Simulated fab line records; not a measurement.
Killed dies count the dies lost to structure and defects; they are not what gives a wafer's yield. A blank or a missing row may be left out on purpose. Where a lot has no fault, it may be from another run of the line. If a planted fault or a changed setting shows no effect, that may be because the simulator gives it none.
fab line records | flow ritCmos
record: lots: 7 wafers: 21 lastDay: 7
route steps=202 shown GATE@89 REOX@98 NLDD@103 PLDD@114 SPACER@125 M1@202
lots that met no fault: taken from a fault-free run of the same line
startH: start of the lot's first displayed wafer, in hours after the record's first day | waitH: how many hours have passed since the lot's step before this one | " unchanged from the row above | L1.1+2: one row covering several wafers at once | - either no value or no given start | * or withheld: withheld | < > ~ a bound
route shown NAME@n: a module of which the file shows steps, and the number in the route of the first | usual: mean and standard deviation over wafers with no fault | same: alike in all rows | chamber/n: place in a boat | sites: each site's reading | _std_site: their standard deviation | _edge_site: inner sites' mean taken away from outer sites' mean | radiusMm: for every site, how far away it sits from the centre of the wafer | mask NAME#n: copy n | behind: the last tool/chamber to shape the wafer | hold: reason for holding the lot/hours on hold/outcome of the hold | device: names the non-switching transistor (n, p or np) | end of line: at the end of the route, the tests of the same wafers | step lacking rows: just its recipe | killed: at the first sort, the dies lost to defects and structure; wafer yield is something else | map: per-die view of a wafer (x killed, . not killed, _ where there is no die)
set.NAME: the setting that was run; set.NAME@STEP: the one run at that earlier step | model.NAME: the simulator's own value behind a step, which no gauge read
lots at some steps of the route; a table a step, a row a wafer
services: when a tool's chamber went out of use (startH, in hours from the record's first day, below 0 if earlier), for how many hours, and the reason
== steps ==
step: RIT_GATE_EXPOSE_13
recipe: maskId: M6 na: 0.6 sourceShape: conventional sigmaOuter: 0.6 targetCdNm: 150 doseMj: 380
step: RIT_GATE_PEB_14
recipe: resist: NOVOLAK tempC: withheld timeS: withheld
step: RIT_GATE_DEVELOP_15
recipe: resist: NOVOLAK developTimeS: 51.16 devTempC: 23
step: RIT_GATE_CD_MEAS_16
recipe: targetCdNm: 150
usual: cdNm: 147.7/2.5
columns lot.wafer tool chamber startH waitH cdNm
L289.3 cdSem-02 - 43.14 - 144.7
L289.4 " - " " 147.2
L289.6 " - " " 146.2
L295.2 cdSem-02 - 71.61 - 146.4
L295.4 " - " " 144.7
L295.6 " - " " 146.5
L306.2 cdSem-02 - 132.38 - 144.0
L306.3 " - " " 144.2
L306.5 " - " " 144.5
L307.1 cdSem-02 - 136.09 - 150.7
L307.3 " - " " 151.6
L307.6 " - " " 151.8
L308.4 cdSem-02 - 141.15 - 145.2
L308.5 " - " " 147.1
L308.6 " - " " 147.2
L309.1 cdSem-02 - 146.49 - 148.0
L309.3 " - " " 147.4
L309.6 " - " " 150.3
L311.2 cdSem-02 - 152.85 - 145.4
L311.3 " - " " 149.4
L311.4 " - " " 150.1
step: RIT_GATE_OVL_MEAS_17
usual: GATE_OVL: 0.2/1.7
columns lot.wafer tool chamber startH waitH GATE_OVL[nm]
L289.3 overlay-02 - 43.23 0.1 0.4
L289.4 " - " " 0.9
L289.6 " - " " -0.7
L295.2 overlay-01 - 71.72 0.1 0.3
L295.4 " - " " 0.6
L295.6 " - " " -1.0
L306.2 overlay-02 - 132.49 0.1 -1.9
L306.3 " - " " 1.1
L306.5 " - " " 3.1
L307.1 overlay-01 - 136.21 0.1 2.6
L307.3 " - " " 3.7
L307.6 " - " " 1.7
L308.4 overlay-01 - 141.23 0.1 -3.1
L308.5 " - " " -3.6
L308.6 " - " " -1.5
L309.1 overlay-02 - 146.61 0.1 -2.2
L309.3 " - " " -0.8
L309.6 " - " " -0.6
L311.2 overlay-01 - 152.96 0.1 -1.1
L311.3 " - " " -1.9
L311.4 " - " " -0.8
step: RIT_GATE_HARDBAKE_18
recipe: resist: NOVOLAK tempC: 140 timeS: 60
step: RIT_GATE_ETCH_19
recipe: chemistry: SF6/CHF3/O2 timeS: 165 SF6_flow_sccm: 30 CHF3_flow_sccm: 30 O2_flow_sccm: 5 target: poly-Si pressureMtorr: 40 rfW: 160 targetDepthA: 3125 overEtchFrac: 0.25 stopOn: SiO2
usual: O2_flow_sccm: 5.000/0.014 drypumpMotorCurrentA: 6.0/0.57 oesProductAu: 0.853/0.014 rfFwdPowerW: 159.3/0.5 throttleValvePct: 10.29/0.13
columns lot.wafer tool chamber startH waitH O2_flow_sccm drypumpMotorCurrentA oesProductAu rfFwdPowerW rfHoursCounterH throttleValvePct
L289.3 rieSi-02 0 43.40 0.1 4.998 6.2 0.862 159.3 133 10.10
L289.4 " 1 " " 5.007 5.7 0.845 160.0 158 10.23
L289.6 " 0 " " 5.002 6.2 0.859 158.9 - 10.08
L295.2 rieSi-02 1 71.90 0.1 5.024 5.7 0.857 159.8 158 10.22
L295.4 " 3 " " 4.986 6.6 0.865 159.2 91 10.17
L295.6 " 3 " " 4.997 6.6 0.868 159.2 - 10.17
L306.2 rieSi-01 1 132.67 0.1 4.990 6.3 0.843 159.8 136 10.48
L306.3 " 0 " " 5.006 5.4 0.830 159.1 117 10.53
L306.5 " 1 " " 5.007 6.3 0.827 159.4 - 10.46
L307.1 rieSi-02 2 136.40 0.1 5.020 5.6 0.857 159.7 8 10.27
L307.3 " 3 " " 5.007 6.6 0.863 159.8 91 10.17
L307.6 " 2 " " 5.005 5.7 0.856 159.6 - 10.27
L308.4 rieSi-01 1 141.55 0.1 4.985 6.3 0.827 160.2 136 10.47
L308.5 " 1 " " 5.016 6.3 0.827 159.9 - 10.46
L308.6 " 2 " " 5.006 6.5 0.851 160.0 - 10.25
L309.1 rieSi-02 0 146.79 0.1 5.012 6.2 0.871 159.0 134 10.09
L309.3 " 1 " " 5.003 5.7 0.869 159.9 0 10.24
L309.6 " 3 " " 4.992 6.6 0.876 159.5 - 10.17
L311.2 rieSi-02 2 153.14 0.1 5.025 5.7 0.857 159.7 8 10.26
L311.3 " 0 " " 5.016 6.3 0.861 158.6 134 10.12
L311.4 " 3 " " 4.986 6.6 0.858 159.0 91 10.16
step: RIT_GATE_STRIP_20
recipe: chemistry: O2 timeS: 180 resist: NOVOLAK platenTempC: withheld powerW: 500 pressureMtorr: 4000 o2FlowSccm: 4000
usual: drypumpMotorCurrentA: 5.6/0.35
columns lot.wafer tool chamber startH waitH drypumpMotorCurrentA rfHoursCounterH
L289.3 plasmaAsher-01 1 43.57 0.1 6.0 -
L289.4 " 0 " " 5.1 -
L289.6 " 0 " " 5.1 -
L295.2 plasmaAsher-01 0 72.00 0.1 5.1 44
L295.4 " 0 " " 5.1 -
L295.6 " 0 " " 5.1 -
L306.2 plasmaAsher-02 1 132.78 0.1 5.7 33
L306.3 " 0 " " 5.6 -
L306.5 " 0 " " 5.6 -
L307.1 plasmaAsher-02 1 136.50 0.1 5.7 33
L307.3 " 0 " " 5.6 -
L307.6 " 0 " " 5.6 -
L308.4 plasmaAsher-01 0 141.72 0.1 5.1 -
L308.5 " 0 " " 5.1 -
L308.6 " 1 " " 5.9 -
L309.1 plasmaAsher-02 1 146.90 0.1 5.7 34
L309.3 " 0 " " 5.6 -
L309.6 " 1 " " 5.7 -
L311.2 plasmaAsher-01 0 153.25 0.1 5.1 54
L311.3 " 0 " " 5.1 -
L311.4 " 1 " " 6.0 -
step: RIT_GATE_CD_MEAS_90
recipe: targetCdNm: 150
usual: cdNm: 147.7/2.5
columns lot.wafer tool chamber startH waitH cdNm
L289.3 cdSem-02 - 43.72 0.1 144.9
L289.4 " - " " 147.4
L289.6 " - " " 145.9
L295.2 cdSem-01 - 72.20 0.1 146.0
L295.4 " - " " 144.7
L295.6 " - " " 146.7
L306.2 cdSem-01 - 132.97 0.1 144.3
L306.3 " - " " 144.4
L306.5 " - " " 144.2
L307.1 cdSem-01 - 136.68 0.1 150.3
L307.3 " - " " 151.4
L307.6 " - " " 151.5
L308.4 cdSem-02 - 141.90 0.1 145.0
L308.5 " - " " 147.0
L308.6 " - " " 147.5
L309.1 cdSem-01 - 147.08 0.1 148.2
L309.3 " - " " 147.7
L309.6 " - " " 150.6
L311.2 cdSem-01 - 153.44 0.1 145.7
L311.3 " - " " 149.4
L311.4 " - " " 149.9
step: RIT_REOX_CLEAN_00
recipe: chemistry: SC1 mix: 3:3:50 timeS: 600 tempC: 75
step: RIT_REOX_CLEAN_01
recipe: chemistry: dHF dilution: 50:1 timeS: 30
step: RIT_REOX_CLEAN_02
recipe: chemistry: SC2 mix: 3:3:50 timeS: 600 tempC: 75 dry: n2Spin
step: RIT_REOX_OXIDATION_03
recipe: tempC: 900 ambient: O2 targetThkA: 252 oxTimeS: 5580
usual: spikeTcCentreC: 903.6/1.3 spikeTcLoadC: 924.3/2.7 spikeTcSourceC: 921.0/2.6
same: oxTimeS: 5580
columns lot.wafer tool chamber startH waitH spikeTcCentreC spikeTcLoadC spikeTcSourceC model.SiO2_of_REOX_OXIDATION_03.thkNm
L289.3 furnace-03 0 44.52 0.0 901.9 926.9 918.4 24.37
L289.4 " 0 " " 901.6 926.6 918.2 24.5
L289.6 " 0 " " 900.4 926.1 918.3 24.32
L295.2 furnace-01 0 72.67 0.0 903.7 920.6 921.0 24.68
L295.4 " 0 " " 904.9 923.0 920.4 24.49
L295.6 " 0 " " 903.0 921.9 920.3 24.65
L306.2 furnace-03 0 133.44 0.0 913.0 936.1 928.5 27.89
L306.3 " 0 " " 912.2 936.0 929.2 27.73
L306.5 " 0 " " 911.6 937.6 930.0 27.44
L307.1 furnace-03 0 137.72 0.6 912.8 937.1 928.0 28.39
L307.3 " 0 " " 914.4 937.6 927.1 28.44
L307.6 " 0 " " 913.6 937.7 930.3 28.07
L308.4 furnace-03 0 142.32 0.0 910.3 936.4 927.2 27.5
L308.5 " 0 " " 911.4 936.9 928.5 27.94
L308.6 " 0 " " 911.9 935.0 929.9 27.5
L309.1 furnace-01 0 147.58 0.0 905.5 923.4 919.9 24.55
L309.3 " 0 " " 904.5 922.6 922.6 24.62
L309.6 " 0 " " 902.3 921.8 920.4 24.87
L311.2 furnace-01 0 153.91 0.0 904.2 922.8 921.9 24.89
L311.3 " 0 " " 904.0 924.0 920.7 24.14
L311.4 " 0 " " 903.5 921.5 920.9 23.66
step: RIT_REOX_THK_MEAS_04
recipe: reads: SiO2_of_REOX_OXIDATION_03
usual: REOX_OXIDE_THK: 25.0/0.47
columns lot.wafer tool chamber startH waitH REOX_OXIDE_THK[nm]
L289.3 filmMetro-03 - 47.09 0.0 24.3
L289.4 " - " " 24.5
L289.6 " - " " 24.3
L295.2 filmMetro-03 - 75.23 0.0 24.6
L295.4 " - " " 24.5
L295.6 " - " " 24.6
L306.2 filmMetro-02 - 136.00 0.0 27.9
L306.3 " - " " 27.7
L306.5 " - " " 27.4
L307.1 filmMetro-03 - 140.27 0.0 28.3
L307.3 " - " " 28.4
L307.6 " - " " 28.1
L308.4 filmMetro-04 - 144.90 0.0 27.5
L308.5 " - " " 28.0
L308.6 " - " " 27.5
L309.1 filmMetro-03 - 150.13 0.0 24.6
L309.3 " - " " 24.6
L309.6 " - " " 24.9
L311.2 filmMetro-03 - 156.47 0.0 24.8
L311.3 " - " " 24.2
L311.4 " - " " 23.7
step: RIT_NLDD_HMDS_00
recipe: primeTimeS: 60 primeTempC: 140
step: RIT_NLDD_COAT_01
recipe: resist: NOVOLAK spinRpm: 3250 resistThkNm: 1000
step: RIT_NLDD_SOFTBAKE_02
recipe: resist: NOVOLAK tempC: 90 timeS: 60
step: RIT_NLDD_EXPOSE_03
recipe: maskId: M7 na: 0.57 targetCdNm: 40700 doseMj: 250
step: RIT_NLDD_PEB_04
recipe: resist: NOVOLAK tempC: withheld timeS: withheld
step: RIT_NLDD_DEVELOP_05
recipe: resist: NOVOLAK developTimeS: 47.73 devTempC: 23
step: RIT_NLDD_OVL_MEAS_06
usual: NLDD_OVL: -1.9/1.6
columns lot.wafer tool chamber startH waitH NLDD_OVL[nm]
L289.3 overlay-02 - 48.12 - -2.0
L289.4 " - " " -1.9
L289.6 " - " " -2.2
L295.2 overlay-02 - 76.13 - -1.3
L295.4 " - " " -1.3
L295.6 " - " " -1.5
L306.2 overlay-02 - 136.91 - -4.9
L306.3 " - " " -6.7
L306.5 " - " " -2.2
L307.1 overlay-02 - 141.28 - -0.2
L307.3 " - " " -0.6
L307.6 " - " " 0.7
L308.4 overlay-02 - 145.93 - -3.2
L308.5 " - " " -3.6
L308.6 " - " " -2.8
L309.1 overlay-01 - 151.04 - -1.0
L309.3 " - " " -1.1
L309.6 " - " " -1.5
L311.2 overlay-01 - 157.38 - 0.3
L311.3 " - " " -0.1
L311.4 " - " " 0.6
step: RIT_NLDD_HARDBAKE_07
recipe: resist: NOVOLAK tempC: 140 timeS: 60
step: RIT_NLDD_IMPLANT_08
recipe: species: P energyKev: 20 doseCm2: 5e+14 tiltDeg: 7
step: RIT_NLDD_STRIP_09
recipe: chemistry: O2 timeS: 180 resist: NOVOLAK platenTempC: withheld powerW: 500 pressureMtorr: 4000 o2FlowSccm: 4000
usual: drypumpMotorCurrentA: 5.5/0.45
columns lot.wafer tool chamber startH waitH drypumpMotorCurrentA rfHoursCounterH
L289.3 plasmaAsher-04 1 48.50 0.1 6.1 -
L289.4 " 0 " " 4.9 -
L289.6 " 1 " " 6.1 -
L295.2 plasmaAsher-02 0 76.55 0.1 5.6 28
L295.4 " 0 " " 5.6 -
L295.6 " 1 " " 5.7 -
L306.2 plasmaAsher-04 0 137.24 0.1 5.0 51
L306.3 " 0 " " 4.9 -
L306.5 " 0 " " 5.0 -
L307.1 plasmaAsher-04 0 141.85 0.1 5.0 52
L307.3 " 0 " " 5.0 -
L307.6 " 0 " " 4.9 -
L308.4 plasmaAsher-01 0 146.30 0.1 5.1 -
L308.5 " 1 " " 6.0 -
L308.6 " 0 " " 5.1 -
L309.1 plasmaAsher-04 1 151.38 0.1 6.1 53
L309.3 " 0 " " 5.0 -
L309.6 " 1 " " 6.0 -
L311.2 plasmaAsher-02 0 157.71 0.1 5.6 36
L311.3 " 1 " " 5.7 -
L311.4 " 0 " " 5.6 -
step: RIT_NLDD_TW_MEAS_10
usual: NLDD_TW: 2503/19
columns lot.wafer tool chamber startH waitH NLDD_TW
L289.3 filmMetro-04 - 48.64 0.1 2503
L289.4 " - " " 2504
L289.6 " - " " 2513
L295.2 filmMetro-01 - 76.73 0.1 2519
L295.4 " - " " 2524
L295.6 " - " " 2527
L306.2 filmMetro-01 - 137.42 0.1 2504
L306.3 " - " " 2527
L306.5 " - " " 2522
L307.1 filmMetro-02 - 142.03 0.1 2471
L307.3 " - " " 2464
L307.6 " - " " 2477
L308.4 filmMetro-02 - 146.45 0.1 2463
L308.5 " - " " 2468
L308.6 " - " " 2476
L309.1 filmMetro-01 - 151.55 0.1 2523
L309.3 " - " " 2524
L309.6 " - " " 2517
L311.2 filmMetro-04 - 157.89 0.1 2526
L311.3 " - " " 2515
L311.4 " - " " 2508
step: RIT_PLDD_HMDS_00
recipe: primeTimeS: 60 primeTempC: 140
step: RIT_PLDD_COAT_01
recipe: resist: NOVOLAK spinRpm: 3250 resistThkNm: 1000
step: RIT_PLDD_SOFTBAKE_02
recipe: resist: NOVOLAK tempC: 90 timeS: 60
step: RIT_PLDD_EXPOSE_03
recipe: maskId: M8 na: 0.57 targetCdNm: 40900 doseMj: 250
step: RIT_PLDD_PEB_04
recipe: resist: NOVOLAK tempC: withheld timeS: withheld
step: RIT_PLDD_DEVELOP_05
recipe: resist: NOVOLAK developTimeS: 50 devTempC: 23
step: RIT_PLDD_OVL_MEAS_06
usual: PLDD_OVL: -1.3/1.4
columns lot.wafer tool chamber startH waitH PLDD_OVL[nm]
L289.3 overlay-02 - 49.79 - -2.5
L289.4 " - " " 0.6
L289.6 " - " " -1.2
L295.2 overlay-01 - 77.76 - -0.5
L295.4 " - " " -0.7
L295.6 " - " " 0.4
L306.2 overlay-02 - 138.45 - -1.9
L306.3 " - " " -0.4
L306.5 " - " " -3.4
L307.1 overlay-01 - 143.13 - -1.8
L307.3 " - " " -1.8
L307.6 " - " " -1.3
L308.4 overlay-01 - 147.42 - -2.3
L308.5 " - " " -1.4
L308.6 " - " " -0.9
L309.1 overlay-02 - 152.65 - -1.0
L309.3 " - " " -0.8
L309.6 " - " " -1.5
L311.2 overlay-01 - 158.92 - -2.5
L311.3 " - " " -1.1
L311.4 " - " " -1.9
step: RIT_PLDD_HARDBAKE_07
recipe: resist: NOVOLAK tempC: 140 timeS: 60
step: RIT_PLDD_IMPLANT_08
recipe: species: BF2 energyKev: 20 doseCm2: 9.194e+14 tiltDeg: 7
step: RIT_PLDD_STRIP_09
recipe: chemistry: O2 timeS: 180 resist: NOVOLAK platenTempC: withheld powerW: 500 pressureMtorr: 4000 o2FlowSccm: 4000
usual: drypumpMotorCurrentA: 5.6/0.44
columns lot.wafer tool chamber startH waitH drypumpMotorCurrentA rfHoursCounterH
L289.3 plasmaAsher-02 1 50.17 0.1 5.7 -
L289.4 " 0 " " 5.6 -
L289.6 " 1 " " 5.7 -
L295.2 plasmaAsher-02 1 78.09 0.1 5.7 28
L295.4 " 0 " " 5.6 -
L295.6 " 0 " " 5.6 -
L306.2 plasmaAsher-04 1 138.78 0.1 6.1 51
L306.3 " 1 " " 6.1 -
L306.5 " 0 " " 5.0 -
L307.1 plasmaAsher-02 0 143.47 0.1 5.6 34
L307.3 " 1 " " 5.7 -
L307.6 " 0 " " 5.6 -
L308.4 plasmaAsher-03 1 147.79 0.1 6.0 -
L308.5 " 0 " " 5.0 -
L308.6 " 1 " " 6.0 -
L309.1 plasmaAsher-03 0 152.98 0.1 5.0 2
L309.3 " 0 " " 5.0 -
L309.6 " 0 " " 5.0 -
L311.2 plasmaAsher-02 1 159.40 0.1 5.7 36
L311.3 " 0 " " 5.6 -
L311.4 " 1 " " 5.7 -
step: RIT_PLDD_TW_MEAS_10
usual: PLDD_TW: 2370/15
columns lot.wafer tool chamber startH waitH PLDD_TW
L289.3 filmMetro-02 - 50.30 0.1 2355
L289.4 " - " " 2343
L289.6 " - " " 2345
L295.2 filmMetro-04 - 78.28 0.1 2359
L295.4 " - " " 2365
L295.6 " - " " 2382
L306.2 filmMetro-04 - 138.97 0.1 2347
L306.3 " - " " 2358
L306.5 " - " " 2354
L307.1 filmMetro-04 - 143.64 0.1 2353
L307.3 " - " " 2365
L307.6 " - " " 2360
L308.4 filmMetro-01 - 147.94 0.1 2397
L308.5 " - " " 2387
L308.6 " - " " 2377
L309.1 filmMetro-01 - 153.16 0.1 2395
L309.3 " - " " 2380
L309.6 " - " " 2379
L311.2 filmMetro-04 - 159.59 0.1 2386
L311.3 " - " " 2391
L311.4 " - " " 2388
step: RIT_SPACER_CLEAN_00
recipe: chemistry: SC1 mix: 3:3:50 timeS: 600 tempC: 75
usual: bathGuardTempC: 74.9/0.49
columns lot.wafer tool chamber startH waitH bathGuardTempC model.SiO2_of_REOX_OXIDATION_03.thkNm
L289.3 wetBench-01 0 50.34 0.0 74.8 22.51
L289.4 " 0 " " 75.1 22.63
L289.6 " 0 " " 74.9 22.46
L295.2 wetBench-04 2 78.33 0.0 74.9 22.77
L295.4 " 2 " " 74.3 22.6
L295.6 " 2 " " 74.5 22.75
L306.2 wetBench-02 1 139.02 0.0 75.0 25.79
L306.3 " 1 " " 74.9 25.64
L306.5 " 1 " " 75.1 25.37
L307.1 wetBench-04 2 143.70 0.1 74.4 26.24
L307.3 " 2 " " 74.5 26.29
L307.6 " 2 " " 74.5 25.95
L308.4 wetBench-01 0 147.97 0.0 74.8 25.36
L308.5 " 0 " " 75.0 25.77
L308.6 " 0 " " 74.6 25.35
L309.1 wetBench-04 1 153.22 0.1 76.1 22.62
L309.3 " 1 " " 75.4 22.68
L309.6 " 1 " " 75.9 22.91
L311.2 wetBench-01 0 159.64 0.0 74.9 22.96
L311.3 " 0 " " 74.7 22.27
L311.4 " 0 " " 74.8 21.82
step: RIT_SPACER_CLEAN_01
recipe: chemistry: dHF dilution: 50:1 timeS: 30
step: RIT_M1_PROBE_99
usual: killed_at_M0_to_M3: 0.0/0.16 killedAtContacts: 0.1/0.24 killedAtFrontEnd: 6.7/2.9 killedDies: 6.8/2.9 killedOpen: 3.5/1.8 killedShort: 3.3/2.1
same: grossDies: 264 killed_at_M4_up: 0 killedAtBackSide: 0 killedAtOther: 0
columns lot.wafer tool chamber startH waitH killed_at_M0_to_M3 killedAtContacts killedAtFrontEnd killedDies killedOpen killedShort model.etest.pmosTurned.rOnOhmUm model.etest.pmos_0p3.rOnOhmUm model.etest.pmos_0p15.rOnOhmUm model.etest.pldd.rsOhmSq model.etest.nmos_0p3.rOnOhmUm model.etest.nmos_0p15.rOnOhmUm model.etest.nmosTurned.driveUaUm model.etest.nldd.rsOhmSq
L289.3 prober-01 - 63.87 0.2 0 0 8 8 2 6 3088 5977 2521 465.1 2108 1051 345.1 364.8
L289.4 prober-01 - 63.92 0.2 0 1 10 11 5 6 3204 6017 2584 466.4 2143 1106 339.1 366.9
L289.6 prober-01 - 64.02 0.2 0 0 7 7 3 4 3108 5980 2529 461.4 2099 1062 343.5 365.9
L295.2 prober-01 - 92.12 0.1 0 0 6 6 3 3 3402 6204 2705 509 2172 1126 326.2 373.5
L295.4 prober-01 - 92.22 0.2 0 0 4 4 3 1 3260 6047 2644 498.4 2110 1101 334.6 369.8
L295.6 prober-01 - 92.32 0.2 0 0 6 6 3 3 3352 6138 2689 506.2 2156 1128 332.4 372.5
L306.2 prober-01 - 153.82 0.1 0 0 7 7 3 4 3837 6432 2872 661.3 2241 1209 250.1 453.7
L306.3 prober-01 - 153.87 0.2 0 0 8 8 2 6 3780 6413 2871 645.9 2266 1205 256.9 448.9
L306.5 prober-01 - 153.97 0.2 0 0 13 13 8 5 3702 6410 2801 625.4 2216 1160 265.2 437.9
L307.1 prober-02 - 157.36 0.1 0 0 11 11 6 5 4027 6534 3071 707.4 2261 1241 249.1 448.3
L307.3 prober-02 - 157.46 0.2 0 0 6 6 2 4 4130 6632 3134 704.8 2282 1262 241.6 445
L307.6 prober-02 - 157.61 0.2 0 0 8 8 4 4 4064 6637 3129 680.8 2301 1267 249.4 441.4
L308.4 prober-01 - 161.57 0.2 0 0 7 7 5 2 3904 6556 2931 706.5 2184 1126 267.8 434.9
L308.5 prober-01 - 161.62 0.2 1 0 5 6 3 3 4076 6615 3062 738.9 2199 1157 260.4 442.2
L308.6 prober-01 - 161.67 0.2 0 0 5 5 1 4 3982 6597 3004 700.9 2212 1161 267.4 430.4
L309.1 prober-02 - 166.54 0.1 0 0 8 8 1 7 3242 6054 2615 463.3 2094 1059 348.4 352.7
L309.3 prober-02 - 166.64 0.2 0 0 7 7 3 4 3273 6178 2658 469.6 2108 1090 346.2 355.4
L309.6 prober-02 - 166.79 0.2 0 0 7 7 5 2 3382 6187 2728 482.7 2124 1104 333.2 362.6
L311.2 prober-01 - 173.56 0.1 0 0 5 5 2 3 3152 6037 2561 464.1 2127 1125 330.5 390.1
L311.3 prober-01 - 173.61 0.2 0 1 4 5 3 2 3114 5938 2548 430.5 2104 1096 344.1 374.6
L311.4 prober-01 - 173.66 0.2 0 0 9 9 3 6 3091 5952 2539 418.9 2110 1101 345.6 366.8
killed by level:class
L289.3 GATE:geometricParticle:short=4 GATE:geometricParticle:open=2 SPACER:geometricParticle:short=1 SILICIDE:geometricParticle:short=1
L289.4 GATE:geometricParticle:short=3 SILICIDE:geometricParticle:open=2 GATE:geometricParticle:open=2 FOX1:geometricParticle:open=1 FOX2:geometricParticle:short=1 SILICIDE:geometricParticle:short=1 CONTACT:geometricParticle:short=1
L289.6 GATE:geometricParticle:open=2 FOX1:geometricParticle:short=1 GATE:geometricParticle:short=1 REOX:geometricParticle:open=1 SPACER:geometricParticle:short=1 SILICIDE:geometricParticle:short=1
L295.2 SPACER:geometricParticle:short=2 GATE:geometricParticle:short=1 GATE:geometricParticle:open=1 REOX:geometricParticle:open=1 SPACER:geometricParticle:open=1
L295.4 GATE:geometricParticle:open=2 FOX1:geometricParticle:short=1 SILICIDE:geometricParticle:open=1
L295.6 SILICIDE:geometricParticle:short=2 FOX1:geometricParticle:open=1 FOX2:geometricParticle:short=1 GATE:geometricParticle:open=1 SILICIDE:geometricParticle:open=1
L306.2 REOX:geometricParticle:open=2 SPACER:geometricParticle:short=2 GATE:geometricParticle:short=1 GATE:geometricParticle:open=1 REOX:geometricParticle:short=1
L306.3 GATE:geometricParticle:open=2 FOX1:geometricParticle:short=1 FOX2:geometricParticle:short=1 GATE:geometricParticle:short=1 REOX:geometricParticle:short=1 SPACER:geometricParticle:short=1 SILICIDE:geometricParticle:short=1
L306.5 GATE:geometricParticle:open=4 GATE:geometricParticle:short=3 SPACER:geometricParticle:open=3 FOX1:geometricParticle:open=1 SPACER:geometricParticle:short=1 SILICIDE:geometricParticle:short=1
L307.1 SILICIDE:geometricParticle:open=3 FOX1:geometricParticle:short=2 GATE:geometricParticle:open=2 SILICIDE:geometricParticle:short=2 GATE:geometricParticle:short=1 REOX:geometricParticle:open=1
L307.3 FOX1:geometricParticle:short=2 GATE:geometricParticle:open=1 GATE:geometricParticle:short=1 SPACER:geometricParticle:short=1 SPACER:geometricParticle:open=1
L307.6 GATE:geometricParticle:open=3 GATE:geometricParticle:short=3 SILICIDE:geometricParticle:short=1 SILICIDE:geometricParticle:open=1
L308.4 FOX1:geometricParticle:short=2 FOX1:geometricParticle:open=2 GATE:geometricParticle:open=1 REOX:geometricParticle:open=1 SPACER:geometricParticle:open=1
L308.5 FOX1:geometricParticle:short=2 FOX1:geometricParticle:open=1 REOX:geometricParticle:short=1 SPACER:geometricParticle:open=1 M1:geometricParticle:open=1
L308.6 SILICIDE:geometricParticle:short=2 GATE:geometricParticle:short=1 SPACER:geometricParticle:short=1 SILICIDE:geometricParticle:open=1
L309.1 FOX1:geometricParticle:short=2 REOX:geometricParticle:short=2 ACTIVE:geometricParticle:short=1 GATE:geometricParticle:short=1 SPACER:geometricParticle:open=1 SILICIDE:geometricParticle:short=1
L309.3 GATE:geometricParticle:short=3 ACTIVE:geometricParticle:open=1 FOX1:geometricParticle:open=1 FOX1:geometricParticle:short=1 GATE:geometricParticle:open=1
L309.6 SILICIDE:geometricParticle:open=2 FOX1:geometricParticle:open=1 FOX2:geometricParticle:open=1 REOX:geometricParticle:short=1 SPACER:geometricParticle:open=1 SILICIDE:geometricParticle:short=1
L311.2 GATE:geometricParticle:short=3 GATE:geometricParticle:open=2
L311.3 FOX1:geometricParticle:short=1 GATE:geometricParticle:open=1 REOX:geometricParticle:short=1 SPACER:geometricParticle:open=1 CONTACT:geometricParticle:open=1
L311.4 GATE:geometricParticle:short=3 SPACER:geometricParticle:short=2 GATE:geometricParticle:open=1 REOX:geometricParticle:open=1 SILICIDE:geometricParticle:open=1 SILICIDE:geometricParticle:short=1
== services ==
columns tool chamber startH hours kind
rieSi-01 0 40.14 7.6 repair
rieSi-02 1 73.90 - clean
rieSi-02 1 73.90 14.7 scheduledDown
rieSi-02 1 73.90 14.7 ventCycle
rieSi-02 - 86.49 2.8 pm
plasmaAsher-02 - 86.70 8.5 repair
rieSi-02 - 93.40 0.1 repair
furnace-01 - 98.39 2.6 pm
wetBench-04 - 98.42 3.7 repair
furnace-03 - 102.05 5.5 pm
plasmaAsher-02 - 108.22 1.9 repair
plasmaAsher-03 - 108.75 9.0 pm
plasmaAsher-03 0 108.75 9.0 ventCycle
plasmaAsher-03 1 108.75 9.0 ventCycle
furnace-01 - 112.59 1.3 pm
furnace-03 - 114.67 3.3 pm
plasmaAsher-01 - 115.41 1.7 repair
plasmaAsher-03 0 117.75 - clean
plasmaAsher-04 - 119.81 1.1 repair
plasmaAsher-03 - 129.50 4.1 repair
plasmaAsher-03 - 135.38 6.6 repair
rieSi-02 1 142.96 2.8 repair
wetBench-02 - 157.90 4.2 repair
wetBench-04 - 158.48 1.9 repair
== key ==
firstSign: step: RIT_REOX_OXIDATION_03 reading: spikeTcCentreC direction: up sigmas: 6.6 usual: 903.6 struck: 912.3
effect: step: RIT_REOX_OXIDATION_03 reading: spikeTcLoadC direction: up sigmas: 4.7 usual: 924.3 struck: 936.7
effect: step: RIT_REOX_THK_MEAS_04 reading: REOX_OXIDE_THK direction: up sigmas: 6.2 usual: 25.0 struck: 27.9
modelEffect: step: RIT_REOX_OXIDATION_03 value: SiO2_of_REOX_OXIDATION_03.thkNm without: 25.19 struck: 27.88
modelEffect: step: RIT_SPACER_CLEAN_00 value: SiO2_of_REOX_OXIDATION_03.thkNm without: 23.27 struck: 25.75
modelEffect: step: RIT_M1_PROBE_99 value: etest.pmosTurned.rOnOhmUm without: 3356 struck: 3945
metAt RIT_REOX_OXIDATION_03
struckWafers L306.2,L306.3,L306.5,L307.1,L307.3,L307.6,L308.4,L308.5,L308.6
testerLeftOut L306,L307,L308
fault: kind: processParameterDrift tool: furnace-03 chamber: - onsetH: 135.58 steps: RIT_REOX_OXIDATION_03 channel: tempC offset: * shape: step endH: 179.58 actsIn: * stated: *
testerLeftOut: of these lots the tester's yield and bins aren't shown, on N5 and GAA mostly nor the transistor test; their killed dies are dies lost to structure and defects alone, not to doping, threshold or leakage, so they don't give the yield
